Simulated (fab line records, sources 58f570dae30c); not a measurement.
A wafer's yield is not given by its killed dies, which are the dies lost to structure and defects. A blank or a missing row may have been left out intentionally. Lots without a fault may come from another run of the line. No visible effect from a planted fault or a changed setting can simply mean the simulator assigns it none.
Which tool did it? + flow berkeleyCmos170 + Sampling: 15 lots, 45 wafers, 2 of 331 route steps

== WHAT THE GAUGES SHOWED, per wafer ==
UCB170_V2_CD_MEAS_12: the cd target is 700 nm. Usual: 700.1 nm for cdNm, sd 1.4.
| lot  | measured     | on       | cdNm (nm)         | flag |
|------|--------------|----------|-------------------|------|
| L663 | day 7 09:11  | cdSem-02 | 701.6 701.8 702.7 |      |
| L664 | day 7 09:14  | cdSem-01 | 699.7 701.2 701.6 |      |
| L662 | day 7 09:44  | cdSem-01 | 701.6 701.8 700.0 |      |
| L665 | day 8 05:39  | cdSem-02 | 651.7 651.3 650.7 | OFF  |
| L666 | day 8 05:54  | cdSem-02 | 650.5 649.8 649.9 | OFF  |
| L668 | day 8 09:50  | cdSem-02 | 699.9 698.7 700.0 |      |
| L667 | day 8 10:03  | cdSem-01 | 661.4 660.1 659.6 | OFF  |
| L678 | day 10 12:44 | cdSem-01 | 701.3 700.4 699.8 |      |
| L679 | day 10 13:55 | cdSem-01 | 701.4 702.3 701.0 |      |
| L681 | day 11 06:32 | cdSem-01 | 701.1 699.9 700.4 |      |
| L680 | day 11 12:14 | cdSem-02 | 698.7 699.4 698.7 |      |
| L682 | day 11 12:19 | cdSem-01 | 700.8 700.6 700.0 |      |
| L684 | day 12 07:58 | cdSem-01 | 700.4 700.3 699.8 |      |
| L683 | day 12 08:55 | cdSem-02 | 701.4 701.4 701.7 |      |
| L685 | day 12 09:05 | cdSem-02 | 700.9 702.1 702.4 |      |

== WHICH TOOL RAN EACH LOT (tool, then ch and the chambers of the sampled wafers, then the start) ==
| lot  | UCB170_V2_PEB_10                 |
|------|----------------------------------|
| L663 | lithoTrack-03 ch 0, day 7 08:54  |
| L664 | lithoTrack-01 ch 0, day 7 08:57  |
| L662 | lithoTrack-01 ch 0, day 7 09:26  |
| L665 | lithoTrack-01 ch 0, day 8 05:23  |
| L666 | lithoTrack-01 ch 0, day 8 05:38  |
| L668 | lithoTrack-02 ch 0, day 8 09:34  |
| L667 | lithoTrack-01 ch 0, day 8 09:46  |
| L678 | lithoTrack-02 ch 0, day 10 12:28 |
| L679 | lithoTrack-02 ch 0, day 10 13:36 |
| L681 | lithoTrack-03 ch 0, day 11 06:13 |
| L680 | lithoTrack-03 ch 0, day 11 11:59 |
| L682 | lithoTrack-02 ch 0, day 11 12:03 |
| L684 | lithoTrack-02 ch 0, day 12 07:42 |
| L683 | lithoTrack-01 ch 0, day 12 08:38 |
| L685 | lithoTrack-02 ch 0, day 12 08:48 |
- UCB170_V2_PEB_10

== WHAT THE TOOLS THEMSELVES READ (means of the sampled wafers that have a number; where no wafer has one, the mark that the record gives instead) ==
UCB170_V2_PEB_10. Usual: 56.80 W for heaterPowerTotalW, sd 0.046.
| lot  | tool          | heaterPowerTotalW (W) | flag |
|------|---------------|-----------------------|------|
| L663 | lithoTrack-03 | 56.79                 |      |
| L664 | lithoTrack-01 | 56.78                 |      |
| L662 | lithoTrack-01 | 56.80                 |      |
| L665 | lithoTrack-01 | 68.35                 | OFF  |
| L666 | lithoTrack-01 | 68.34                 | OFF  |
| L668 | lithoTrack-02 | 56.81                 |      |
| L667 | lithoTrack-01 | 68.32                 | OFF  |
| L678 | lithoTrack-02 | 56.84                 |      |
| L679 | lithoTrack-02 | 56.83                 |      |
| L681 | lithoTrack-03 | 56.84                 |      |
| L680 | lithoTrack-03 | 56.79                 |      |
| L682 | lithoTrack-02 | 56.78                 |      |
| L684 | lithoTrack-02 | 56.79                 |      |
| L683 | lithoTrack-01 | 56.78                 |      |
| L685 | lithoTrack-02 | 56.82                 |      |

== THE ANSWER, worked out from the rows above alone ==
Rule: a lot counts as off when the mean over its wafers that have a number is more than 3 standard deviations away from the usual mean. Also off: a lot with no number at a reading for which 4 or more lots have one. The other lots that the step has rows for count as sound. The gauges are gone through in route order, then the tools' own readings, and for those a lot's mean is taken as printed above. At the first step where some lot is off, the reading lying furthest off is the one used; lots without a number count as furthest.
Off, at UCB170_V2_CD_MEAS_12 on cdNm: L665, L666, L667.
If a tool, at a process step before that reading, ran all the lots that are off and no sound lot after the first of them, it fits. The gauges at UCB170_V2_CD_MEAS_12 aren't tried: what is off there is off at UCB170_V2_PEB_10 too, on other tools, and a gauge's error can't cause that. None of those tried fits.

== WHAT THE SIMULATOR HAD PUT IN ==
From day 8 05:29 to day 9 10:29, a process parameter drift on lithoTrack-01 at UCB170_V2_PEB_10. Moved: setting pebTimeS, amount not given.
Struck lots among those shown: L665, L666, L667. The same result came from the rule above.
